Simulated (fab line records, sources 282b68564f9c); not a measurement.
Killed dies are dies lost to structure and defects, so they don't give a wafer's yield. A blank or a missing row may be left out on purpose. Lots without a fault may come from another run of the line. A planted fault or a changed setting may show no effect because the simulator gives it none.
A struck lot beside a sound one | flow rit_cmos | 16 steps out of a route of 202
Sound: wafers L635.3, L635.4, L635.6. Struck: wafers L643.3, L643.4, L643.6. The cause comes at the end.
At each step with rows: each side's tool, then ch and its chambers, then its first start. Under that, the readings that differ: sound wafers | struck wafers | difference of the means | sigmas: that difference in standard deviations of wafers without a fault.
alike: readings whose means differ by less than 2 such deviations, and words and numbers that are the same on both sides. not compared: withheld readings, readings that some wafer has no value for, bounds like >300 that may hide the same value, and numbers for which the record gives no deviation and whose values overlap.
The two part at a step that has a row with sigmas, a row that says differs or no value, or rows on one side only. Numbers that don't overlap but have no deviation are shown without sigmas and don't part them. A reading that every wafer of one side lacks parts them only if that side has two wafers or more.

RIT_SILICIDE_RTA_06: time 10 s, ramp up 5 s, ramp down 10 s.
  sound on rtp_anneal-01 ch 0, day 3 02:01; struck on rtp_anneal-01 ch 0, day 4 19:29
  alike: wafer_temp_C_max
RIT_CONTACT_CVD_00: deposits SiO2 from TEOS, target thk 400 nm, time 61 s.
  sound on pecvd-02 ch 0,2, day 3 02:04; struck on pecvd-03 ch 0,1, day 4 19:32
  alike: heater_power_w
  not compared: since_wet_clean_h
RIT_CONTACT_THK_MEAS_01:
  sound on film_metro-04, day 3 02:08; struck on film_metro-04, day 4 19:37
  alike: CONTACT_TEOS_THK
then, 6 steps without rows for these wafers: RIT_CONTACT_HMDS_02 (prime time 60 s); RIT_CONTACT_COAT_03 (resist thk 1000 nm); RIT_CONTACT_SOFTBAKE_04 (time 60 s); RIT_CONTACT_EXPOSE_05 (exposes mask M11, target cd 1000 nm); RIT_CONTACT_PEB_06; RIT_CONTACT_DEVELOP_07 (develop time 120 s).
RIT_CONTACT_CD_MEAS_08: target cd 1000 nm.
  sound on cd_sem-02, day 3 03:19; struck on cd_sem-01, day 4 20:47
  reading    | sound                | struck            | difference | sigmas
  cd_nm (nm) | 1002.6 1002.9 1002.0 | 998.4 998.4 996.2 | -4.8       | -2
RIT_CONTACT_OVL_MEAS_09:
  sound on overlay-02, day 3 03:24; struck on overlay-02, day 4 20:52
  alike: CONTACT_OVL
then, 1 step without rows for these wafers: RIT_CONTACT_HARDBAKE_10 (time 60 s).
RIT_CONTACT_ETCH_11: etches SiO2 in CHF3/CF4/Ar, stops on TiSi2, target depth 480 nm, time 320 s.
  sound on rie_diel-02 ch 0,2,3, day 3 03:35; struck on rie_diel-01 ch 0,2,3, day 4 21:03
  no value came back on the struck wafers for any of 7 readings (CHF3_flow_sccm (sccm), O2_flow_sccm (sccm) and others); on the sound wafers CHF3_flow_sccm (sccm) reads 50.13 50.17 50.27
  reading                                      | sound             | struck            | difference | sigmas
  model.NOVOLAK_of_CONTACT_COAT_03.thk_nm (nm) | 767.9 768.7 767.5 | 884.1 885.1 884.8 | +116.6     |
  not compared: rf_hours_counter_h
RIT_CONTACT_STRIP_12: strips in O2, time 180 s.
  sound on plasma_asher-03 ch 0,1, day 3 03:50; struck on plasma_asher-03 ch 0,1, day 4 21:18
  alike: chamber_pressure_mTorr, drypump_motor_current_A
  not compared: rf_hours_counter_h
RIT_CONTACT_CD_MEAS_90: target cd 1000 nm.
  sound on cd_sem-01, day 3 03:59; struck on cd_sem-02, day 4 21:28
  reading    | sound                | struck | difference                    | sigmas
  cd_nm (nm) | 1002.6 1002.7 1002.1 | - - -  | no value on the struck wafers |
then, 1 step without rows for these wafers: RIT_CONTACT_CLEAN_13 (cleans in SC1, time 600 s).

WHERE THEY PART
First at RIT_CONTACT_CD_MEAS_08; last, within this record, at RIT_CONTACT_CD_MEAS_90.

WHY: what the simulator had put in
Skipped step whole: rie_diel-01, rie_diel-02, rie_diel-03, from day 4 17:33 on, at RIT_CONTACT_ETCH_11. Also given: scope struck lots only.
